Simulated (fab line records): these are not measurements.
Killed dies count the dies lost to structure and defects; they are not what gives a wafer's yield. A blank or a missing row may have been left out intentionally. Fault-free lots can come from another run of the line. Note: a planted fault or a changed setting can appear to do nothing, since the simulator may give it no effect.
Problem report in the 8D (eight disciplines) form, filled by code ; flow berkeley-cmos170 ; the parts of the form that need people (team, actions taken, sign-off) are left out

== 1. WHAT IS WRONG ==
Wafers with no fault read 700.7 nm with a standard deviation of 2.3, whereas cd-nm at UCB170_M1_CD_MEAS_90 reads a mean of 712.5 nm on 1 wafer of 1 lot. That is +5.1 standard deviations from the usual mean.
The step: target cd 700 nm.
Earliest sighting: wafer L542.4 on cd-sem-01 at day 10 02:17. At this step, 36 wafers from 12 lots have a number in the record. By rule, "out" or "out of limits" means more than 4 standard deviations away from the usual mean. Any other wafer with a number is counted as sound.

== 2. WHAT IT IS AND WHAT IT IS NOT ==
question;is;is not
which readings at this step;cd-nm;-
which lots;L542;L528, L529, L530, L531, L533, L538, L544, L545, L547, L549, L551
which wafers of those lots;L542.4;L542.2, L542.3
read on which gauges;cd-sem-01;cd-sem-02
when;from day 10 02:17;"up to then (20 sound wafers); but 15 sound wafers of L544, L545, L547, L549, L551 came after"

== 3. SUSPECTS, AND WHAT RULES EACH OUT ==
Counting: if a tool at a process step up to the reading ran every lot that is out, it stays a suspect. Sound lots after the first of them don't rule it out here, since some wafers of a struck lot are sound.
- the gauge at UCB170_M1_CD_MEAS_90 has been ruled out. All the wafers that are out were read on cd-sem-01, but those of them that UCB170_M1_METAL_ETCH_12 has rows for are out there too, on other tools.
- rie-metal-03 at UCB170_M1_METAL_ETCH_12 (etches Al in Cl2/BCl3, stops on PSG, target depth 780 nm, time 130 s): kept. It ran the lot that is out, L542 (day 10 02:02); its last sound lot up to then is L538 (day 8 23:45). On those wafers its own readings are out: rf-fwd-power-W.
- Within rie-metal-03 at UCB170_M1_METAL_ETCH_12, the wafers that are out were processed in chamber 1 and their sound lot-mates in chamber 0.
After counting, what remains is rie-metal-03 at UCB170_M1_METAL_ETCH_12.

== 4. THE CAUSE (what the simulator had put in) ==
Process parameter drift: rie-metal-03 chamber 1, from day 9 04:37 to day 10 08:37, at UCB170_M1_METAL_ETCH_12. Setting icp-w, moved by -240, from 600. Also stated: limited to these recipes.
Counting left only this tool.

== 5. THE EFFECT CHAIN, in route order ==
Rows list readings where the struck wafers' mean (over those with a number) sits beyond 3 standard deviations from the usual. Only readings whose record carries a usual standard deviation are examined. hours: median over the lots of the time between each lot's start at the first step of this table that gives one and its start at this step. sigmas: the change, counted in usual standard deviations.
hours;step;reading;usual;on struck wafers;change;sigmas
0;UCB170_M1_METAL_ETCH_12;oes-product-au;0.859 a.u.;0.813;-0.046;-3.3
0;UCB170_M1_METAL_ETCH_12;rf-fwd-power-W;597.2 W;359.5;-237.7;-99 or more
0;UCB170_M1_CD_MEAS_90;cd-nm;700.7 nm;712.5;+11.8;+5.1
The process steps in it:
- UCB170_M1_METAL_ETCH_12: etches Al in Cl2/BCl3, stops on PSG, target depth 780 nm, time 130 s.

== 6. HOW IT WOULD HAVE BEEN CAUGHT EARLIER ==
In this record the first reading out of limits at a measuring or inspecting step was taken at day 10 02:17, 22 hours after the fault began at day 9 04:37.
At UCB170_M1_METAL_ETCH_12, the tool's own readings (rf-fwd-power-W) were out on each struck wafer the step has a row for, so an alarm limit on them would have fired on the first such wafer.
All the lots that are out (1) had begun UCB170_M1_METAL_ETCH_12 on rie-metal-03 by day 10 02:17. A hold on the tool at that time would have spared none of them.
